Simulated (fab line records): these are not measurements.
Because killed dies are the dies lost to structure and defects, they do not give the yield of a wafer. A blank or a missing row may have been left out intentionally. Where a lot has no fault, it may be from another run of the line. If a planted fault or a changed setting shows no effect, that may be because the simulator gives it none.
Which tool did it? || flow berkeley_cmos170 || 24 lots with 72 wafers sampled at 3 steps, on a route of 331 steps

== WHAT THE GAUGES SHOWED, per wafer ==
UCB170_GATE_OVL_MEAS_13.
{"lot": "L074", "measured": "day 6 05:04", "on": "overlay-01", "GATE_OVL (nm)": "1 -5 1"}
{"lot": "L077", "measured": "day 6 05:08", "on": "overlay-02", "GATE_OVL (nm)": "-2 -2 2"}
{"lot": "L076", "measured": "day 6 05:21", "on": "overlay-01", "GATE_OVL (nm)": "2 1 -2"}
{"lot": "L075", "measured": "day 6 05:24", "on": "overlay-02", "GATE_OVL (nm)": "0 -1 -2"}
{"lot": "L079", "measured": "day 6 14:57", "on": "overlay-02", "GATE_OVL (nm)": "-2 -4 -1"}
{"lot": "L078", "measured": "day 6 15:05", "on": "overlay-01", "GATE_OVL (nm)": "-2 1 -2"}
{"lot": "L081", "measured": "day 7 03:25", "on": "overlay-01", "GATE_OVL (nm)": "8 7 6"}
{"lot": "L080", "measured": "day 7 03:35", "on": "overlay-01", "GATE_OVL (nm)": "-3 5 0"}
{"lot": "L083", "measured": "day 7 20:23", "on": "overlay-02", "GATE_OVL (nm)": "3 8 2"}
{"lot": "L086", "measured": "day 7 21:01", "on": "overlay-02", "GATE_OVL (nm)": "6 -2 -5"}
{"lot": "L085", "measured": "day 7 21:08", "on": "overlay-01", "GATE_OVL (nm)": "-5 -1 -1"}
{"lot": "L084", "measured": "day 7 21:15", "on": "overlay-02", "GATE_OVL (nm)": "1 -5 -4"}
{"lot": "L087", "measured": "day 7 21:22", "on": "overlay-01", "GATE_OVL (nm)": "10 -3 2"}
{"lot": "L082", "measured": "day 7 21:37", "on": "overlay-02", "GATE_OVL (nm)": "-13 2 -4"}
{"lot": "L088", "measured": "day 8 19:32", "on": "overlay-02", "GATE_OVL (nm)": "2 -7 -2"}
{"lot": "L090", "measured": "day 8 20:16", "on": "overlay-01", "GATE_OVL (nm)": "7 -1 -1"}
{"lot": "L089", "measured": "day 8 20:26", "on": "overlay-01", "GATE_OVL (nm)": "-2 4 1"}
{"lot": "L091", "measured": "day 9 07:10", "on": "overlay-01", "GATE_OVL (nm)": "2 2 6"}
{"lot": "L093", "measured": "day 9 23:23", "on": "overlay-01", "GATE_OVL (nm)": "0 1 -1"}
{"lot": "L092", "measured": "day 9 23:41", "on": "overlay-02", "GATE_OVL (nm)": "-6 -7 0"}
{"lot": "L094", "measured": "day 10 10:14", "on": "overlay-02", "GATE_OVL (nm)": "7 10 8"}
{"lot": "L096", "measured": "day 10 10:26", "on": "overlay-01", "GATE_OVL (nm)": "-4 2 10"}
{"lot": "L095", "measured": "day 10 20:18", "on": "overlay-01", "GATE_OVL (nm)": "-1 4 -3"}
{"lot": "L097", "measured": "day 10 20:32", "on": "overlay-02", "GATE_OVL (nm)": "0 -4 7"}

UCB170_NLDD_TW_MEAS_11.
{"lot": "L074", "measured": "day 6 10:41", "on": "film_metro-02", "NLDD_TW": "2213 2209 2221"}
{"lot": "L077", "measured": "day 6 10:49", "on": "film_metro-03", "NLDD_TW": "2157 2160 2161"}
{"lot": "L076", "measured": "day 6 11:20", "on": "film_metro-02", "NLDD_TW": "2196 2206 2211"}
{"lot": "L075", "measured": "day 6 11:35", "on": "film_metro-03", "NLDD_TW": "2154 2162 2161"}
{"lot": "L079", "measured": "day 6 19:18", "on": "film_metro-03", "NLDD_TW": "2162 2153 2153"}
{"lot": "L078", "measured": "day 6 19:35", "on": "film_metro-03", "NLDD_TW": "2161 2166 2153"}
{"lot": "L081", "measured": "day 7 09:31", "on": "film_metro-01", "NLDD_TW": "2205 2216 2211"}
{"lot": "L080", "measured": "day 7 09:45", "on": "film_metro-01", "NLDD_TW": "2214 2212 2209"}
{"lot": "L083", "measured": "day 8 01:25", "on": "film_metro-02", "NLDD_TW": "2210 2197 2207"}
{"lot": "L086", "measured": "day 8 01:53", "on": "film_metro-01", "NLDD_TW": "2216 2202 2199"}
{"lot": "L085", "measured": "day 8 02:14", "on": "film_metro-03", "NLDD_TW": "2164 2158 2157"}
{"lot": "L084", "measured": "day 8 02:36", "on": "film_metro-03", "NLDD_TW": "2165 2168 2152"}
{"lot": "L087", "measured": "day 8 02:29", "on": "film_metro-02", "NLDD_TW": "2191 2206 2201"}
{"lot": "L082", "measured": "day 8 02:50", "on": "film_metro-01", "NLDD_TW": "2213 2201 2209"}
{"lot": "L088", "measured": "day 9 00:29", "on": "film_metro-03", "NLDD_TW": "2154 2146 2159"}
{"lot": "L090", "measured": "day 9 00:53", "on": "film_metro-03", "NLDD_TW": "2161 2168 2162"}
{"lot": "L089", "measured": "day 9 01:07", "on": "film_metro-03", "NLDD_TW": "2166 2165 2150"}
{"lot": "L091", "measured": "day 9 12:11", "on": "film_metro-01", "NLDD_TW": "2223 2221 2211"}
{"lot": "L093", "measured": "day 10 03:19", "on": "film_metro-01", "NLDD_TW": "2200 2205 2211"}
{"lot": "L092", "measured": "day 10 03:37", "on": "film_metro-03", "NLDD_TW": "2174 2180 2177"}
{"lot": "L094", "measured": "day 10 16:14", "on": "film_metro-01", "NLDD_TW": "2213 2214 2207"}
{"lot": "L096", "measured": "day 10 16:31", "on": "film_metro-02", "NLDD_TW": "2218 2212 2215"}
{"lot": "L095", "measured": "day 11 01:27", "on": "film_metro-01", "NLDD_TW": "2207 2221 2216"}
{"lot": "L097", "measured": "day 11 01:36", "on": "film_metro-03", "NLDD_TW": "2164 2154 2156"}

== WHAT TOOL EACH LOT RAN ON (gives the tool, then ch and the chambers of the sampled wafers, and finally the start) ==
{"lot": "L074", "UCB170_GATE_STRIP_16": "plasma_asher-03 ch 0,1, day 6 05:11"}
{"lot": "L077", "UCB170_GATE_STRIP_16": "plasma_asher-01 ch 0, day 6 05:15"}
{"lot": "L076", "UCB170_GATE_STRIP_16": "plasma_asher-01 ch 0,1, day 6 05:28"}
{"lot": "L075", "UCB170_GATE_STRIP_16": "plasma_asher-02 ch 0,1, day 6 05:31"}
{"lot": "L079", "UCB170_GATE_STRIP_16": "plasma_asher-02 ch 0,1, day 6 15:05"}
{"lot": "L078", "UCB170_GATE_STRIP_16": "plasma_asher-01 ch 0,1, day 6 15:12"}
{"lot": "L081", "UCB170_GATE_STRIP_16": "plasma_asher-01 ch 0,1, day 7 03:33"}
{"lot": "L080", "UCB170_GATE_STRIP_16": "plasma_asher-03 ch 0,1, day 7 03:43"}
{"lot": "L083", "UCB170_GATE_STRIP_16": "plasma_asher-02 ch 0,1, day 7 20:30"}
{"lot": "L086", "UCB170_GATE_STRIP_16": "plasma_asher-02 ch 0,1, day 7 21:08"}
{"lot": "L085", "UCB170_GATE_STRIP_16": "plasma_asher-01 ch 0,1, day 7 21:15"}
{"lot": "L084", "UCB170_GATE_STRIP_16": "plasma_asher-03 ch 0,1, day 7 21:22"}
{"lot": "L087", "UCB170_GATE_STRIP_16": "plasma_asher-02 ch 0,1, day 7 21:29"}
{"lot": "L082", "UCB170_GATE_STRIP_16": "plasma_asher-01 ch 0,1, day 7 21:44"}
{"lot": "L088", "UCB170_GATE_STRIP_16": "plasma_asher-03 ch 1, day 8 19:39"}
{"lot": "L090", "UCB170_GATE_STRIP_16": "plasma_asher-02 ch 0,1, day 8 20:25"}
{"lot": "L089", "UCB170_GATE_STRIP_16": "plasma_asher-03 ch 0, day 8 20:34"}
{"lot": "L091", "UCB170_GATE_STRIP_16": "plasma_asher-03 ch 0,1, day 9 07:17"}
{"lot": "L093", "UCB170_GATE_STRIP_16": "plasma_asher-03 ch 0,1, day 9 23:31"}
{"lot": "L092", "UCB170_GATE_STRIP_16": "plasma_asher-01 ch 0,1, day 9 23:49"}
{"lot": "L094", "UCB170_GATE_STRIP_16": "plasma_asher-01 ch 0,1, day 10 10:22"}
{"lot": "L096", "UCB170_GATE_STRIP_16": "plasma_asher-02 ch 0,1, day 10 10:34"}
{"lot": "L095", "UCB170_GATE_STRIP_16": "plasma_asher-02 ch 0,1, day 10 20:26"}
{"lot": "L097", "UCB170_GATE_STRIP_16": "plasma_asher-01 ch 0,1, day 10 20:40"}
- UCB170_GATE_STRIP_16: strips in O2.

== WHAT THE TOOLS THEMSELVES READ (means of the sampled wafers that have a number; where no wafer has one, the mark that the record gives instead) ==
UCB170_GATE_STRIP_16.
{"lot": "L074", "tool": "plasma_asher-03", "drypump_motor_current_A (A)": 5.82, "oes_product_au (a.u.)": 0.727}
{"lot": "L077", "tool": "plasma_asher-01", "drypump_motor_current_A (A)": 5.51, "oes_product_au (a.u.)": 0.727}
{"lot": "L076", "tool": "plasma_asher-01", "drypump_motor_current_A (A)": 5.55, "oes_product_au (a.u.)": 0.725}
{"lot": "L075", "tool": "plasma_asher-02", "drypump_motor_current_A (A)": 5.97, "oes_product_au (a.u.)": 0.724}
{"lot": "L079", "tool": "plasma_asher-02", "drypump_motor_current_A (A)": 6.02, "oes_product_au (a.u.)": 0.724}
{"lot": "L078", "tool": "plasma_asher-01", "drypump_motor_current_A (A)": 5.53, "oes_product_au (a.u.)": 0.723}
{"lot": "L081", "tool": "plasma_asher-01", "drypump_motor_current_A (A)": 5.52, "oes_product_au (a.u.)": 0.730}
{"lot": "L080", "tool": "plasma_asher-03", "drypump_motor_current_A (A)": 5.92, "oes_product_au (a.u.)": 0.725}
{"lot": "L083", "tool": "plasma_asher-02", "drypump_motor_current_A (A)": 5.96, "oes_product_au (a.u.)": 0.729}
{"lot": "L086", "tool": "plasma_asher-02", "drypump_motor_current_A (A)": 6.03, "oes_product_au (a.u.)": 0.723}
{"lot": "L085", "tool": "plasma_asher-01", "drypump_motor_current_A (A)": 5.52, "oes_product_au (a.u.)": 0.725}
{"lot": "L084", "tool": "plasma_asher-03", "drypump_motor_current_A (A)": 5.89, "oes_product_au (a.u.)": 0.725}
{"lot": "L087", "tool": "plasma_asher-02", "drypump_motor_current_A (A)": 6.04, "oes_product_au (a.u.)": 0.728}
{"lot": "L082", "tool": "plasma_asher-01", "drypump_motor_current_A (A)": 5.57, "oes_product_au (a.u.)": 0.726}
{"lot": "L088", "tool": "plasma_asher-03", "drypump_motor_current_A (A)": 5.70, "oes_product_au (a.u.)": 0.724}
{"lot": "L090", "tool": "plasma_asher-02", "drypump_motor_current_A (A)": 6.03, "oes_product_au (a.u.)": 0.728}
{"lot": "L089", "tool": "plasma_asher-03", "drypump_motor_current_A (A)": 6.01, "oes_product_au (a.u.)": 0.725}
{"lot": "L091", "tool": "plasma_asher-03", "drypump_motor_current_A (A)": 5.91, "oes_product_au (a.u.)": 0.722}
{"lot": "L093", "tool": "plasma_asher-03", "drypump_motor_current_A (A)": 5.91, "oes_product_au (a.u.)": 0.724}
{"lot": "L092", "tool": "plasma_asher-01", "drypump_motor_current_A (A)": 5.58, "oes_product_au (a.u.)": 0.722}
{"lot": "L094", "tool": "plasma_asher-01", "drypump_motor_current_A (A)": 5.54, "oes_product_au (a.u.)": 0.724}
{"lot": "L096", "tool": "plasma_asher-02", "drypump_motor_current_A (A)": 6.03, "oes_product_au (a.u.)": 0.725}
{"lot": "L095", "tool": "plasma_asher-02", "drypump_motor_current_A (A)": 6.00, "oes_product_au (a.u.)": 0.724}
{"lot": "L097", "tool": "plasma_asher-01", "drypump_motor_current_A (A)": 5.58, "oes_product_au (a.u.)": 0.723}

== THE ANSWER, worked out from the rows above alone ==
Rule: the usual values come from the lots themselves. Put in order of their means at a reading, lots are off if they are a third of the lots or fewer, leave a main group of 4 or more, and stand apart from it by a gap of 3 or more times the standard deviation of the main group's means; of several such gaps the widest counts. A main group whose means are all the same, to the digits that the tables above print for the reading, isn't used. Also off: a lot with no number at a reading for which 4 or more lots have one. Where the step has rows for the other lots, those lots are counted as sound. The gauges are gone through in route order, then the tools' own readings, and for those a lot's mean is taken as printed above. The first step at which some lot is off is used, and at that step the reading that is off furthest; a lot without a number counts as furthest.
No lot is off on any of the readings shown, so nothing can be concluded from this.

== WHAT THE SIMULATOR PUT IN ==
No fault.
